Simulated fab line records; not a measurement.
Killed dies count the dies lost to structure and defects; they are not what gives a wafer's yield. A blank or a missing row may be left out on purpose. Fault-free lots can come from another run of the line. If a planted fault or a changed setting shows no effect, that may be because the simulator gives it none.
Struck lot and sound lot, side by side | flow rit-cmos | 27 out of 202 route steps
Sound: wafers L740.2, L740.5, L740.6. Struck: wafers L749.2, L749.6. (L749.1 of the same lot was not struck and is left out.) The cause comes at the end.
Each step with rows lists, per side, the tool, then ch with its chambers, then its first start. Under that, the readings that differ: sound wafers | struck wafers | difference of the means | sigmas: that difference in standard deviations of wafers without a fault.
alike: readings with means less than 2 such deviations apart, plus words and numbers identical on both sides. not compared: withheld readings, readings lacking a value on some wafer, bounds such as >300 that could conceal the same value, and numbers that have no deviation in the record and whose values overlap.
A row with sigmas, a row that says differs or no value, or rows on one side alone: a step with any of these is where the two part. When numbers do not overlap yet have no deviation, they are printed without sigmas and do not part them. A reading missing from all wafers of one side parts the sides only when that side holds two or more wafers.

first, 4 steps without rows for these wafers: RIT_CONTACT_SOFTBAKE_04 (time 60 s); RIT_CONTACT_EXPOSE_05 (exposes mask M11, target cd 1000 nm); RIT_CONTACT_PEB_06; RIT_CONTACT_DEVELOP_07 (develop time 120 s).
RIT_CONTACT_CD_MEAS_08: target cd 1000 nm.
  struck on cd-sem-02, day 6 16:49; sound on cd-sem-01, day 4 16:06
  alike: cd-nm
RIT_CONTACT_OVL_MEAS_09:
  struck on overlay-01, day 6 16:56; sound on overlay-01, day 4 16:13
  alike: CONTACT_OVL
then, 1 step without rows for these wafers: RIT_CONTACT_HARDBAKE_10 (time 60 s).
RIT_CONTACT_ETCH_11: etches SiO2 in CHF3/CF4/Ar, stops on TiSi2, target depth 480 nm, time 320 s.
  sound on rie-diel-01 ch 0,1, day 4 16:23; struck on rie-diel-02 ch 2,3, day 6 17:08
  reading               | sound             | struck      | difference | sigmas
  oes-product-au (a.u.) | 0.963 1.000 0.969 | 1.012 1.015 | +0.036     | +2
  alike: cf4-flow-sccm, drypump-motor-current-A, throttle-valve-pct
  not compared: rf-hours-counter-h
RIT_CONTACT_STRIP_12: strips in O2, time 180 s.
  sound on plasma-asher-02 ch 0,1, day 4 16:35; struck on plasma-asher-03 ch 0,1, day 6 17:19
  alike: drypump-motor-current-A
  not compared: rf-hours-counter-h
RIT_CONTACT_CD_MEAS_90: target cd 1000 nm.
  struck on cd-sem-01, day 6 17:30; sound on cd-sem-02, day 4 16:47
  alike: cd-nm
then, 2 steps without rows for these wafers: RIT_CONTACT_CLEAN_13 (cleans in SC1, time 600 s); RIT_CONTACT_CLEAN_14 (cleans in SC2, time 600 s).
RIT_M1_SPUTTER_00: material Al, target thk 400 nm, time 500 s.
  struck on pvd-sputter-04, day 6 17:58; sound on pvd-sputter-04, day 4 17:14
  reading                               | sound                | struck        | difference | sigmas
  cathode-dc-power-W (W)                | 1999.3 1999.4 1999.6 | 1855.9 1856.2 | -143.4     | -99 or more
  throttle-valve-pct (%)                | 31.6 31.8 31.8       | 29.1 29.2     | -2.6       | -2
  model.Al_of_M1_SPUTTER_00.thk-nm (nm) | 404.4 398.5 403.6    | 374.5 373     | -28.4      |
RIT_M1_RS_MEAS_01: measurement is done with a four-point probe.
  struck on film-metro-03, day 6 18:16; sound on film-metro-01, day 4 17:32
  reading           | sound                | struck        | difference | sigmas
  M1_AL_RS (ohm/sq) | 0.0726 0.0736 0.0728 | 0.0786 0.0789 | +0.0058    | +7
RIT_M1_THK_MEAS_02: measures by xrf.
  struck on film-metro-03, day 6 18:23; sound on film-metro-01, day 4 17:39
  reading        | sound       | struck  | difference | sigmas
  M1_AL_THK (nm) | 401 395 403 | 371 370 | -29        | -6
then, 6 steps without rows for these wafers: RIT_M1_HMDS_03 (prime time 60 s); RIT_M1_COAT_04 (resist thk 1322 nm); RIT_M1_SOFTBAKE_05 (time 60 s); RIT_M1_EXPOSE_06 (exposes mask M12, target cd 2600 nm); RIT_M1_PEB_07; RIT_M1_DEVELOP_08 (develop time 68 s).
RIT_M1_CD_MEAS_09: target cd 2600 nm.
  struck on cd-sem-02, day 6 19:27; sound on cd-sem-01, day 4 18:44
  alike: cd-nm
RIT_M1_OVL_MEAS_10:
  struck on overlay-01, day 6 19:34; sound on overlay-02, day 4 18:50
  alike: M1_OVL
then, 1 step without rows for these wafers: RIT_M1_HARDBAKE_11 (time 120 s).
RIT_M1_METAL_ETCH_12: etches Al in Cl2/BCl3, stops on SiO2, time 165 s, target depth 600 nm.
  sound on rie-metal-02 ch 0,1, day 4 19:15; struck on rie-metal-04 ch 0, day 6 19:51
  reading               | sound             | struck      | difference | sigmas
  oes-product-au (a.u.) | 0.802 0.785 0.810 | 0.742 0.739 | -0.059     | -4
  alike: bcl3-flow-sccm, drypump-motor-current-A, throttle-valve-pct
  not compared: rf-hours-counter-h
then, 1 step without rows for these wafers: RIT_M1_STRIP_13 (strips in nmp, time 600 s).
RIT_M1_PROBE_99:
  struck on prober-01, day 6 22:20; sound on prober-02, day 4 21:33
  reading                  | sound                   | struck          | difference | sigmas
  model.etest.m1.rs-ohm-sq | 0.07144 0.07268 0.07201 | 0.07703 0.07811 | +0.00553   |
  alike: defect-limited-yield, killed-at-contacts, killed-at-front-end, killed-dies, killed-on-rim, killed-open, killed-short, sort_bin_3_pad_short, sort_bin_5_function, sort_bin_6_memory, sort-n-pass, sort-yield-pct

WHERE THEY PART
Earliest at RIT_CONTACT_ETCH_11; latest, in this record, at RIT_M1_METAL_ETCH_12. Later steps at which nothing parts them and some readings are alike: RIT_M1_PROBE_99.

WHY: what had been put in by the simulator
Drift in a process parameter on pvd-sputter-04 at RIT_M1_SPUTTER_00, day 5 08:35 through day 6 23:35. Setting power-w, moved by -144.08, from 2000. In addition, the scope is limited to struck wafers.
